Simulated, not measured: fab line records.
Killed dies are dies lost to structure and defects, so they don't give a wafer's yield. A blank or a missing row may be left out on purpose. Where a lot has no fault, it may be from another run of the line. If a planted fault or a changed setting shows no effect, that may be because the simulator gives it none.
fab line records	flow rit-cmos
[record] lots = 5	wafers = 23
route steps=202 shown GATE@89 NLDD@105 PLDD@116 SPACER@128 NSD@139 PSD@150 SDANNEAL@153 SILICIDE@162 CONTACT@168
start-h: the number of hours between the record's first day and the start of the first shown wafer of the lot	wait-h: hours elapsed since this lot's preceding step	" the same as in the row above	L1.1+2: several wafers, shown together as one row	- either no value or no given start	* or withheld: withheld	< > ~ a bound
route shown NAME@n: a module of which the file shows steps, and the number in the route of the first	usual: average and standard deviation across the fault-free wafers	same: alike in all rows	chamber/n: place in a boat	sites: readings site by site	_std_site: how widely they spread, as a standard deviation	_edge_site: outer sites' mean less inner sites'	radius-mm: how far each site lies from the wafer's centre	mask NAME#n: copy n	behind: the tool/chamber that last shaped the wafer	hold: the reason the lot was held/the length of the hold in hours/how it ended	device: the n, p or np transistor that did not switch	end of line: the same wafers' tests at the end of the route	where a step has no rows: the recipe by itself	killed: dies lost to structure and defects at the first sort, not the wafer's yield	map: a wafer's dies, marking killed ones x, the rest . and places with no die _
set.NAME: the run value of the setting; set.NAME@STEP: its run value at that earlier step	model.NAME: the simulator's own value behind a step, which no gauge read
lots whose settings were changed on purpose; a table a step, a row a wafer
[[steps]]
[step RIT_GATE_EXPOSE_13]
[recipe] mask-id = M6	na = 0.6	source-shape = conventional	sigma-outer = 0.6	target-cd-nm = 150	dose-mj = 380
lot.wafer	tool	chamber	start-h	wait-h	mask	set.dose-mj
L078.1+2+5	iline-stepper-01	0	55.93	0.2	M6#0	380
L079.1+2+3+5+6	iline-stepper-01	0	60.56	0.1	M6#0	380
L080.1+4	iline-stepper-02	0	65.78	0.2	M6#0	380
L080.2+3+5	"	0	"	"	M6#0	405.3
L084.1+3	iline-stepper-02	0	85.17	0.2	M6#0	361.1
L084.2+5+6	"	0	"	"	M6#0	380
L085.2+3+4+5+6	iline-stepper-01	0	91.35	0.2	M6#0	380
[step RIT_GATE_PEB_14]
[recipe] resist = NOVOLAK	temp-c = withheld	time-s = withheld
[step RIT_GATE_DEVELOP_15]
[recipe] resist = NOVOLAK	develop-time-s = 50	dev-temp-c = 23
[step RIT_GATE_CD_MEAS_16]
[recipe] target-cd-nm = 150
[usual] cd-nm = 150.2/2.2
lot.wafer	tool	chamber	start-h	wait-h	set.dose-mj@GATE_EXPOSE_13	cd-nm
L078.1	cd-sem-01	-	56.33	-	380	154.3
L078.2	"	-	"	"	380	154.7
L078.5	"	-	"	"	380	151.7
L079.1	cd-sem-01	-	60.96	-	380	150.1
L079.2	"	-	"	"	380	149.4
L079.3	"	-	"	"	380	151.5
L079.5	"	-	"	"	380	150.3
L079.6	"	-	"	"	380	149.2
L080.1	cd-sem-01	-	66.18	-	380	147.7
L080.2	"	-	"	"	405.3	116.9
L080.3	"	-	"	"	405.3	113.8
L080.4	"	-	"	"	380	142.4
L080.5	"	-	"	"	405.3	113.7
L084.1	cd-sem-01	-	85.57	-	361.1	180.3
L084.2	"	-	"	"	380	150.6
L084.3	"	-	"	"	361.1	179.7
L084.5	"	-	"	"	380	157.5
L084.6	"	-	"	"	380	152.3
L085.2	cd-sem-01	-	91.75	-	380	140.4
L085.3	"	-	"	"	380	141.3
L085.4	"	-	"	"	380	147.6
L085.5	"	-	"	"	380	149.0
L085.6	"	-	"	"	380	140.9
[step RIT_GATE_HARDBAKE_18]
[recipe] resist = NOVOLAK	temp-c = 140	time-s = 60
lot.wafer	tool	chamber	start-h	wait-h	set.resist-thk-nm@GATE_COAT_11	model.NOVOLAK_of_GATE_COAT_11.thk-nm
L078.1	litho-track-01	0	56.49	0.0	850	756.8
L078.2	"	0	"	"	850	754.6
L078.5	"	0	"	"	850	751.4
L079.1	litho-track-01	0	61.12	0.0	850	751.9
L079.2	"	0	"	"	850	754.3
L079.3	"	0	"	"	850	753.6
L079.5	"	0	"	"	850	751.4
L079.6	"	0	"	"	850	754.6
L080.1	litho-track-03	0	66.40	0.1	850	751.9
L080.2	"	0	"	"	850	754.4
L080.3	"	0	"	"	828.7	732.1
L080.4	"	0	"	"	828.7	734.1
L080.5	"	0	"	"	850	753.5
L084.1	litho-track-01	0	85.73	0.0	878.5	781.2
L084.2	"	0	"	"	850	756.6
L084.3	"	0	"	"	878.5	782.2
L084.5	"	0	"	"	878.5	782.5
L084.6	"	0	"	"	850	756.2
L085.2	litho-track-01	0	91.91	0.0	817.2	722.8
L085.3	"	0	"	"	817.2	723.4
L085.4	"	0	"	"	850	749.9
L085.5	"	0	"	"	850	751.2
L085.6	"	0	"	"	817.2	720.6
[step RIT_GATE_ETCH_19]
[recipe] chemistry = SF6/CHF3/O2	time-s = 165	SF6_flow_sccm = 30	CHF3_flow_sccm = 30	O2_flow_sccm = 5	target = poly-Si	pressure-mtorr = 40	rf-w = 160	target-depth-a = 3125	over-etch-frac = 0.25	stop-on = SiO2
lot.wafer	tool	chamber	start-h	wait-h	set.resist-thk-nm@GATE_COAT_11	set.dose-mj@GATE_EXPOSE_13	model.GATE.cd-nm	model.NOVOLAK_of_GATE_COAT_11.thk-nm
L078.1	rie-si-02	3	56.64	0.1	850	380	154.2	672.6
L078.2	"	1	"	"	850	380	155.1	675.1
L078.5	"	2	"	"	850	380	151.6	668.8
L079.1	rie-si-01	3	61.27	0.1	850	380	150.2	666.1
L079.2	"	1	"	"	850	380	149.3	668.1
L079.3	"	0	"	"	850	380	151.6	669.1
L079.5	"	2	"	"	850	380	150.3	668.8
L079.6	"	1	"	"	850	380	149.1	669.6
L080.1	rie-si-02	3	66.55	0.1	850	380	148	667.5
L080.2	"	0	"	"	850	405.3	116.9	665.8
L080.3	"	2	"	"	828.7	405.3	113.9	650.1
L080.4	"	1	"	"	828.7	380	142.4	654.8
L080.5	"	1	"	"	850	405.3	113.9	674.6
L084.1	rie-si-02	1	85.88	0.1	878.5	361.1	180.3	702
L084.2	"	3	"	"	850	380	150.2	672.4
L084.3	"	2	"	"	878.5	361.1	179.7	700.9
L084.5	"	1	"	"	878.5	380	157.8	702.5
L084.6	"	2	"	"	850	380	152.4	674.7
L085.2	rie-si-01	2	92.03	0.1	817.2	380	140.4	639.2
L085.3	"	1	"	"	817.2	380	141.1	637.2
L085.4	"	3	"	"	850	380	147.4	665.3
L085.5	"	3	"	"	850	380	148.6	666.4
L085.6	"	2	"	"	817.2	380	140.9	637.3
[step RIT_GATE_STRIP_20]
[recipe] chemistry = O2	time-s = 180	resist = NOVOLAK	platen-temp-c = withheld	power-w = 500	pressure-mtorr = 4000	o2-flow-sccm = 4000
[step RIT_GATE_CD_MEAS_90]
[recipe] target-cd-nm = 150
[usual] cd-nm = 150.2/2.2
lot.wafer	tool	chamber	start-h	wait-h	set.dose-mj@GATE_EXPOSE_13	cd-nm
L078.1	cd-sem-02	-	56.92	0.1	380	154.2
L078.2	"	-	"	"	380	155.2
L078.5	"	-	"	"	380	151.5
L079.1	cd-sem-02	-	61.55	0.1	380	150.1
L079.2	"	-	"	"	380	149.2
L079.3	"	-	"	"	380	151.2
L079.5	"	-	"	"	380	150.7
L079.6	"	-	"	"	380	149.1
L080.1	cd-sem-02	-	66.84	0.1	380	147.8
L080.2	"	-	"	"	405.3	116.8
L080.3	"	-	"	"	405.3	113.5
L080.4	"	-	"	"	380	142.7
L080.5	"	-	"	"	405.3	114.2
L084.1	cd-sem-02	-	86.16	0.1	361.1	180.6
L084.2	"	-	"	"	380	150.3
L084.3	"	-	"	"	361.1	179.8
L084.5	"	-	"	"	380	157.4
L084.6	"	-	"	"	380	152.7
L085.2	cd-sem-01	-	92.34	0.1	380	140.3
L085.3	"	-	"	"	380	141.0
L085.4	"	-	"	"	380	147.7
L085.5	"	-	"	"	380	148.7
L085.6	"	-	"	"	380	140.9
[step RIT_NLDD_SOFTBAKE_02]
[recipe] resist = NOVOLAK	temp-c = 90	time-s = 60
lot.wafer	tool	chamber	start-h	wait-h	set.temp-c
L078.1+2+5	litho-track-02	0	60.32	0.1	90
L079.1+2	litho-track-03	0	64.96	0.1	93.33
L079.3+5+6	"	0	"	"	90
L080.1+3+4	litho-track-04	0	70.53	0.1	86.32
L080.2+5	"	0	"	"	90
L084.1+3+6	litho-track-03	0	89.57	0.1	88.05
L084.2+5	"	0	"	"	90
L085.2+5	litho-track-03	0	96.09	0.1	90
L085.3+4+6	"	0	"	"	93.32
[step RIT_NLDD_EXPOSE_03]
[recipe] mask-id = M7	na = 0.57	target-cd-nm = 40700	dose-mj = 250
[step RIT_NLDD_PEB_04]
[recipe] resist = NOVOLAK	temp-c = withheld	time-s = withheld
[step RIT_NLDD_DEVELOP_05]
[recipe] resist = NOVOLAK	develop-time-s = 50	dev-temp-c = 23
lot.wafer	tool	chamber	start-h	wait-h	set.temp-c@NLDD_SOFTBAKE_02	model.NOVOLAK_of_NLDD_COAT_01.thk-nm
L078.1+2	litho-track-02	0	-	-	90	1004
L078.5	"	0	"	"	90	1003
L079.1	litho-track-02	0	-	-	93.33	986
L079.2	"	0	"	"	93.33	987.6
L079.3	"	0	"	"	90	995.3
L079.5	"	0	"	"	90	997.7
L079.6	"	0	"	"	90	994.8
L080.1+3	litho-track-03	0	-	-	86.32	1005
L080.2	"	0	"	"	90	995.4
L080.4	"	0	"	"	86.32	1004
L080.5	"	0	"	"	90	995.8
L084.1	litho-track-02	0	-	-	88.05	1007
L084.2	"	0	"	"	90	1001
L084.3	"	0	"	"	88.05	1005
L084.5	"	0	"	"	90	1002
L084.6	"	0	"	"	88.05	1004
L085.2	litho-track-04	0	-	-	90	1000
L085.3	"	0	"	"	93.32	990.9
L085.4	"	0	"	"	93.32	991.3
L085.5	"	0	"	"	90	1003
L085.6	"	0	"	"	93.32	992.1
[step RIT_NLDD_IMPLANT_08]
[recipe] species = P	energy-kev = 20	dose-cm2 = 5e+14	tilt-deg = 7
lot.wafer	tool	chamber	start-h	wait-h	set.energy-kev	model.implant.rp-nm	model.implant.drp-nm
L078.1+2+5	implanter-01	0	61.05	0.1	20	27.44	12.97
L079.1+3+5	implanter-01	0	65.82	0.1	19.13	26.88	12.63
L079.2+6	"	0	"	"	20	27.7	12.97
L080.1+2+3	implanter-04	0	71.26	0.1	18.85	26.58	12.51
L080.4+5	"	0	"	"	20	27.66	12.97
L084.1+6	implanter-03	0	90.43	0.1	20	28.47	12.97
L084.2+3+5	"	0	"	"	20.94	29.37	13.33
L085.2+3+4	implanter-01	0	96.95	0.1	19.44	27.03	12.75
L085.5+6	"	0	"	"	20	27.55	12.97
[step RIT_PLDD_SOFTBAKE_02]
[recipe] resist = NOVOLAK	temp-c = 90	time-s = 60
lot.wafer	tool	chamber	start-h	wait-h	set.temp-c	model.NOVOLAK_of_PLDD_COAT_01.thk-nm
L078.1	litho-track-01	0	61.74	0.1	90	1001
L078.2	"	0	"	"	90	1002
L078.5	"	0	"	"	90	1003
L079.1	litho-track-04	0	66.52	0.1	91.65	993.7
L079.2	"	0	"	"	90	1000
L079.3	"	0	"	"	90	999
L079.5	"	0	"	"	90	997.7
L079.6	"	0	"	"	91.65	991.1
L080.1+3	litho-track-04	0	71.95	0.1	90	998.1
L080.2	"	0	"	"	93.2	993
L080.4	"	0	"	"	93.2	991.8
L080.5	"	0	"	"	93.2	990.3
L084.1	litho-track-04	0	91.12	0.1	91.97	993.5
L084.2	"	0	"	"	91.97	994.6
L084.3	"	0	"	"	90	999.4
L084.5	"	0	"	"	91.97	993.4
L084.6	"	0	"	"	90	997.8
L085.2	litho-track-02	0	97.64	0.1	90	1001
L085.3	"	0	"	"	90	1000
L085.4	"	0	"	"	90	999.5
L085.5	"	0	"	"	90	997.6
L085.6	"	0	"	"	90	1002
[step RIT_SPACER_CVD_03]
[recipe] material = Si3N4	target-thk-nm = 250	temp-c = 810	precursor = SiH2Cl2/NH3	time-s = 3300	pressure-mtorr = 300	sih2cl2-flow-sccm = 60	nh3-flow-sccm = 150
lot.wafer	tool	chamber	start-h	wait-h	set.nh3-flow-sccm
L078.1+2+5	lpcvd-02	0	63.22	0.0	150
L079.1+2+3+5+6	-	-	-	0.0	165.5
L080.1+2+3+4+5	-	-	-	0.0	169.7
L084.1+2+3+5+6	-	-	-	0.0	150
L085.2+3+4+5+6	-	-	-	0.0	150
[step RIT_NSD_IMPLANT_08]
[recipe] species = P	energy-kev = 25	dose-cm2 = 1e+15	tilt-deg = 7
lot.wafer	tool	chamber	start-h	wait-h	set.energy-kev	model.implant.rp-nm	model.implant.drp-nm
L078.1+2+5	implanter-02	0	66.40	0.1	25	31.92	14.84
L079.1+2+5	implanter-02	0	71.68	0.1	25	32.05	14.84
L079.3+6	"	0	"	"	25.82	32.75	15.13
L080.1+4	implanter-02	0	76.72	0.1	25	31.95	14.84
L080.2+3+5	"	0	"	"	26.1	32.89	15.23
L084.1+2+3+5+6	implanter-02	0	96.29	0.1	25	32.7	14.84
L085.2+4	implanter-03	0	102.79	0.1	25.5	32.11	15.02
L085.3+5+6	"	0	"	"	25	31.69	14.84
[step RIT_PSD_IMPLANT_08]
[recipe] species = BF2	energy-kev = 27	dose-cm2 = 5e+15	tilt-deg = 7
lot.wafer	tool	chamber	start-h	wait-h	set.dose-cm2
L078.1+2+5	implanter-02	0	67.95	0.1	5e+15
L079.1+2+3	implanter-02	0	73.22	0.1	5e+15
L079.5+6	"	0	"	"	4.74e+15
L080.1+2+5	implanter-02	0	78.15	0.1	5e+15
L080.3+4	"	0	"	"	4.777e+15
L084.1+2	implanter-03	0	97.71	0.1	5e+15
L084.3+5+6	"	0	"	"	4.746e+15
L085.2+3+4+5+6	implanter-02	0	104.34	0.1	5e+15
[step RIT_PSD_STRIP_09]
[recipe] chemistry = O2	time-s = 180	resist = NOVOLAK	platen-temp-c = withheld	power-w = 500	pressure-mtorr = 4000	o2-flow-sccm = 4000
[step RIT_SDANNEAL_CLEAN_00]
[recipe] chemistry = SC1	mix = 3:3:50	time-s = 600	temp-c = 75
lot.wafer	tool	chamber	start-h	wait-h	set.nh3-flow-sccm@SPACER_CVD_03	model.Si3N4_of_SPACER_CVD_03.thk-nm
L078.1	wet-bench-03	1	68.34	0.1	150	193.2
L078.2	"	1	"	"	150	195
L078.5	"	1	"	"	150	193.8
L079.1+2+3	-	-	-	0.1	165.5	209.1
L079.5	"	-	"	"	165.5	206.7
L079.6	"	-	"	"	165.5	209.2
L080.1+3	-	-	-	0.1	169.7	214.1
L080.2	"	-	"	"	169.7	214.7
L080.4	"	-	"	"	169.7	216.5
L080.5	"	-	"	"	169.7	214.4
L084.1+2	-	-	-	0.1	150	191.6
L084.3	"	-	"	"	150	192.1
L084.5	"	-	"	"	150	190.8
L084.6	"	-	"	"	150	193
L085.2	-	-	-	0.0	150	192.1
L085.3	"	-	"	"	150	194.1
L085.4	"	-	"	"	150	194.5
L085.5	"	-	"	"	150	193.4
L085.6	"	-	"	"	150	193.9
[step RIT_SDANNEAL_CLEAN_01]
[recipe] chemistry = dHF	dilution = 50:1	time-s = 30
[step RIT_SDANNEAL_CLEAN_02]
[recipe] chemistry = SC2	mix = 3:3:50	time-s = 600	temp-c = 75	dry = n2-spin
[step RIT_SDANNEAL_RTA_03]
[recipe] temp-c = 1050	time-s = 5	idle-temp-c = 600	ramp-up-c-per-s = 342	ramp-down-c-per-s = 171	cool-to-c = 600	ambient = N2
[step RIT_SDANNEAL_RS_MEAS_04]
[recipe] thk-meas-gauge = four-point-probe
[usual] PSD_RS = 116.05/0.24
lot.wafer	tool	chamber	start-h	wait-h	set.dose-cm2@PSD_IMPLANT_08	PSD_RS[ohm/sq]
L078.1	film-metro-01	-	68.76	0.0	5e+15	116.51
L078.2	"	-	"	"	5e+15	116.41
L078.5	"	-	"	"	5e+15	116.30
L079.1	film-metro-03	-	74.03	0.0	5e+15	116.28
L079.2	"	-	"	"	5e+15	116.20
L079.3	"	-	"	"	5e+15	116.14
L079.5	"	-	"	"	4.74e+15	117.10
L079.6	"	-	"	"	4.74e+15	116.79
L080.1	film-metro-01	-	78.96	0.0	5e+15	115.85
L080.2	"	-	"	"	5e+15	116.34
L080.3	"	-	"	"	4.777e+15	116.33
L080.4	"	-	"	"	4.777e+15	116.63
L080.5	"	-	"	"	5e+15	116.06
L084.1	film-metro-04	-	98.92	0.0	5e+15	116.01
L084.2	"	-	"	"	5e+15	116.02
L084.3	"	-	"	"	4.746e+15	117.03
L084.5	"	-	"	"	4.746e+15	116.53
L084.6	"	-	"	"	4.746e+15	116.80
L085.2	film-metro-01	-	105.19	0.1	5e+15	115.88
L085.3	"	-	"	"	5e+15	115.99
L085.4	"	-	"	"	5e+15	116.12
L085.5	"	-	"	"	5e+15	116.00
L085.6	"	-	"	"	5e+15	115.98
[step RIT_SILICIDE_SPUTTER_01]
[recipe] material = Ti	target-thk-nm = 30	power-w = 350	chamber-pressure-pa = 0.667	gas = Ar	time-s = 240	substrate-temp-c = 25
lot.wafer	tool	chamber	start-h	wait-h	set.time-s	model.Ti_of_SILICIDE_SPUTTER_01.thk-nm
L078.1	pvd-sputter-03	-	69.25	0.0	240	29.74
L078.2	"	-	"	"	240	29.92
L078.5	"	-	"	"	240	29.91
L079.1	pvd-sputter-02	-	74.53	0.0	240	29.76
L079.2	"	-	"	"	225.7	28.07
L079.3	"	-	"	"	240	29.43
L079.5	"	-	"	"	225.7	28.18
L079.6	"	-	"	"	240	29.53
L080.1	pvd-sputter-03	-	79.45	0.0	256.4	32
L080.2	"	-	"	"	240	29.43
L080.3	"	-	"	"	256.4	31.95
L080.4	"	-	"	"	240	29.61
L080.5	"	-	"	"	256.4	31.81
L084.1	pvd-sputter-03	-	99.41	0.0	252.1	31.55
L084.2	"	-	"	"	240	29.38
L084.3	"	-	"	"	240	29.95
L084.5	"	-	"	"	252.1	31.11
L084.6	"	-	"	"	252.1	31.61
L085.2	pvd-sputter-02	-	105.67	0.0	240	30.07
L085.3	"	-	"	"	225.3	28.09
L085.4	"	-	"	"	225.3	28.41
L085.5	"	-	"	"	225.3	28.33
L085.6	"	-	"	"	240	30.19
[step RIT_SILICIDE_RS_MEAS_02]
[recipe] thk-meas-gauge = four-point-probe	reads = Ti_of_SILICIDE_SPUTTER_01
[usual] SILICIDE_TI_RS = 48.3/0.63
lot.wafer	tool	chamber	start-h	wait-h	set.time-s@SILICIDE_SPUTTER_01	SILICIDE_TI_RS[ohm/sq]
L078.1	film-metro-02	-	69.40	0.1	240	48.4
L078.2	"	-	"	"	240	48.1
L078.5	"	-	"	"	240	48.1
L079.1	film-metro-02	-	74.68	0.1	240	48.4
L079.2	"	-	"	"	225.7	52.0
L079.3	"	-	"	"	240	49.1
L079.5	"	-	"	"	225.7	51.8
L079.6	"	-	"	"	240	48.8
L080.1	film-metro-01	-	79.60	0.1	256.4	44.3
L080.2	"	-	"	"	240	49.2
L080.3	"	-	"	"	256.4	44.3
L080.4	"	-	"	"	240	48.8
L080.5	"	-	"	"	256.4	44.4
L084.1	film-metro-01	-	99.56	0.1	252.1	45.0
L084.2	"	-	"	"	240	49.2
L084.3	"	-	"	"	240	48.1
L084.5	"	-	"	"	252.1	45.8
L084.6	"	-	"	"	252.1	44.9
L085.2	film-metro-03	-	105.84	0.1	240	47.7
L085.3	"	-	"	"	225.3	52.1
L085.4	"	-	"	"	225.3	51.4
L085.5	"	-	"	"	225.3	51.6
L085.6	"	-	"	"	240	47.5
[step RIT_SILICIDE_THK_MEAS_03]
[recipe] thk-meas-gauge = xrf	reads = Ti_of_SILICIDE_SPUTTER_01
[usual] SILICIDE_TI_THK = 30.2/0.34
lot.wafer	tool	chamber	start-h	wait-h	set.time-s@SILICIDE_SPUTTER_01	SILICIDE_TI_THK[nm]
L078.1	film-metro-02	-	69.52	0.1	240	30.2
L078.2	"	-	"	"	240	30.2
L078.5	"	-	"	"	240	30.2
L079.1	film-metro-02	-	74.80	0.1	240	30.1
L079.2	"	-	"	"	225.7	28.5
L079.3	"	-	"	"	240	29.8
L079.5	"	-	"	"	225.7	28.5
L079.6	"	-	"	"	240	29.9
L080.1	film-metro-01	-	79.72	0.1	256.4	32.2
L080.2	"	-	"	"	240	29.8
L080.3	"	-	"	"	256.4	32.3
L080.4	"	-	"	"	240	29.8
L080.5	"	-	"	"	256.4	32.1
L084.1	film-metro-01	-	99.68	0.1	252.1	32.0
L084.2	"	-	"	"	240	29.8
L084.3	"	-	"	"	240	30.4
L084.5	"	-	"	"	252.1	31.5
L084.6	"	-	"	"	252.1	32.1
L085.2	film-metro-03	-	105.95	0.1	240	30.5
L085.3	"	-	"	"	225.3	28.5
L085.4	"	-	"	"	225.3	28.8
L085.5	"	-	"	"	225.3	28.8
L085.6	"	-	"	"	240	30.6
[step RIT_CONTACT_CVD_00]
[recipe] material = SiO2	target-thk-nm = 400	precursor = TEOS	temp-c = 390	time-s = 61	rf-w = 400
lot.wafer	tool	chamber	start-h	wait-h	set.time-s	model.SiO2_of_CONTACT_CVD_00.thk-nm
L078.1	pecvd-01	0	69.76	0.1	61	395.5
L078.2	"	1	"	"	61	398.1
L078.5	"	2	"	"	61	403.4
L079.1	pecvd-03	1	75.03	0.1	52.18	336
L079.2	"	2	"	"	52.18	341
L079.3	"	0	"	"	61	390.4
L079.5	"	0	"	"	61	403.3
L079.6	"	2	"	"	52.18	345.1
L080.1	pecvd-04	2	79.96	0.1	61	-
L080.2	"	1	"	"	67.52	439.6
L080.3	"	0	"	"	67.52	-
L080.4	"	0	"	"	61	402.2
L080.5	"	1	"	"	61	404.4
L084.1	pecvd-01	2	99.92	0.1	61	399
L084.2	"	1	"	"	61	393.2
L084.3+5	"	1	"	"	61	-
L084.6	"	2	"	"	61	400.9
L085.2	pecvd-03	1	106.17	0.0	58.37	385.9
L085.3	"	2	"	"	61	396.7
L085.4	"	0	"	"	61	-
L085.5	"	2	"	"	58.37	-
L085.6	"	1	"	"	61	405.7
[step RIT_CONTACT_THK_MEAS_01]
[recipe] reads = SiO2_of_CONTACT_CVD_00
[usual] CONTACT_TEOS_THK = 399/4.6
lot.wafer	tool	chamber	start-h	wait-h	set.time-s@CONTACT_CVD_00	CONTACT_TEOS_THK[nm]
L078.1	film-metro-04	-	69.81	0.0	61	395
L078.2	"	-	"	"	61	398
L078.5	"	-	"	"	61	404
L079.1	film-metro-02	-	75.08	0.0	52.18	336
L079.2	"	-	"	"	52.18	341
L079.3	"	-	"	"	61	391
L079.5	"	-	"	"	61	403
L079.6	"	-	"	"	52.18	345
L080.1	film-metro-03	-	80.01	0.0	61	393
L080.2	"	-	"	"	67.52	440
L080.3	"	-	"	"	67.52	437
L080.4	"	-	"	"	61	402
L080.5	"	-	"	"	61	404
L084.1	film-metro-02	-	99.99	0.1	61	399
L084.2	"	-	"	"	61	393
L084.3	"	-	"	"	61	402
L084.5	"	-	"	"	61	401
L084.6	"	-	"	"	61	401
L085.2	film-metro-02	-	106.23	0.0	58.37	386
L085.3	"	-	"	"	61	397
L085.4	"	-	"	"	61	406
L085.5	"	-	"	"	58.37	382
L085.6	"	-	"	"	61	405
[[key]]
[split] step = RIT_GATE_EXPOSE_13	setting = dose-mj	stated = 380	by = wafer
[response] step = RIT_GATE_CD_MEAS_16	reading = cd-nm	change = -4.82	per = 1%	r = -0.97
[response] step = RIT_GATE_ETCH_19	reading = model.GATE.cd-nm	change = -4.83	per = 1%	r = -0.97
[response] step = RIT_GATE_CD_MEAS_90	reading = cd-nm	change = -4.85	per = 1%	r = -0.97
[split] step = RIT_NLDD_SOFTBAKE_02	setting = temp-c	stated = 90	by = wafer
[response] step = RIT_NLDD_DEVELOP_05	reading = model.NOVOLAK_of_NLDD_COAT_01.thk-nm	change = -2.39	per = 1%	r = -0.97
[split] step = RIT_NLDD_IMPLANT_08	setting = energy-kev	stated = 20	by = wafer
[response] step = RIT_NLDD_IMPLANT_08	reading = model.implant.rp-nm	change = +0.189	per = 1%	r = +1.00
[response] step = RIT_NLDD_IMPLANT_08	reading = model.implant.drp-nm	change = +0.0786	per = 1%	r = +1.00
[split] step = RIT_PLDD_SOFTBAKE_02	setting = temp-c	stated = 90	by = wafer
[response] step = RIT_PLDD_SOFTBAKE_02	reading = model.NOVOLAK_of_PLDD_COAT_01.thk-nm	change = -2.16	per = 1%	r = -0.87
[split] step = RIT_SPACER_CVD_03	setting = nh3-flow-sccm	stated = 150	by = lot
[response] step = RIT_SDANNEAL_CLEAN_00	reading = model.Si3N4_of_SPACER_CVD_03.thk-nm	change = +1.61	per = 1%	r = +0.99
[split] step = RIT_NSD_IMPLANT_08	setting = energy-kev	stated = 25	by = wafer
[response] step = RIT_NSD_IMPLANT_08	reading = model.implant.rp-nm	change = +0.215	per = 1%	r = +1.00
[response] step = RIT_NSD_IMPLANT_08	reading = model.implant.drp-nm	change = +0.0889	per = 1%	r = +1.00
[split] step = RIT_PSD_IMPLANT_08	setting = dose-cm2	stated = 5e+15	by = wafer
[response] step = RIT_SDANNEAL_RS_MEAS_04	reading = PSD_RS	change = -0.132	per = 1%	r = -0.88
[split] step = RIT_SILICIDE_SPUTTER_01	setting = time-s	stated = 240	by = wafer
[response] step = RIT_SILICIDE_SPUTTER_01	reading = model.Ti_of_SILICIDE_SPUTTER_01.thk-nm	change = +0.312	per = 1%	r = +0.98
[response] step = RIT_SILICIDE_RS_MEAS_02	reading = SILICIDE_TI_RS	change = -0.636	per = 1%	r = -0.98
[response] step = RIT_SILICIDE_THK_MEAS_03	reading = SILICIDE_TI_THK	change = +0.31	per = 1%	r = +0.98
[split] step = RIT_CONTACT_CVD_00	setting = time-s	stated = 61	by = wafer
[response] step = RIT_CONTACT_CVD_00	reading = model.SiO2_of_CONTACT_CVD_00.thk-nm	change = +3.76	per = 1%	r = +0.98
[response] step = RIT_CONTACT_THK_MEAS_01	reading = CONTACT_TEOS_THK	change = +3.82	per = 1%	r = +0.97
split outside-this-file step=RIT_GATE_COAT_11 setting=resist-thk-nm
// split outside-this-file: this setting was split too, and the file shows its column; the key of that split is in another file
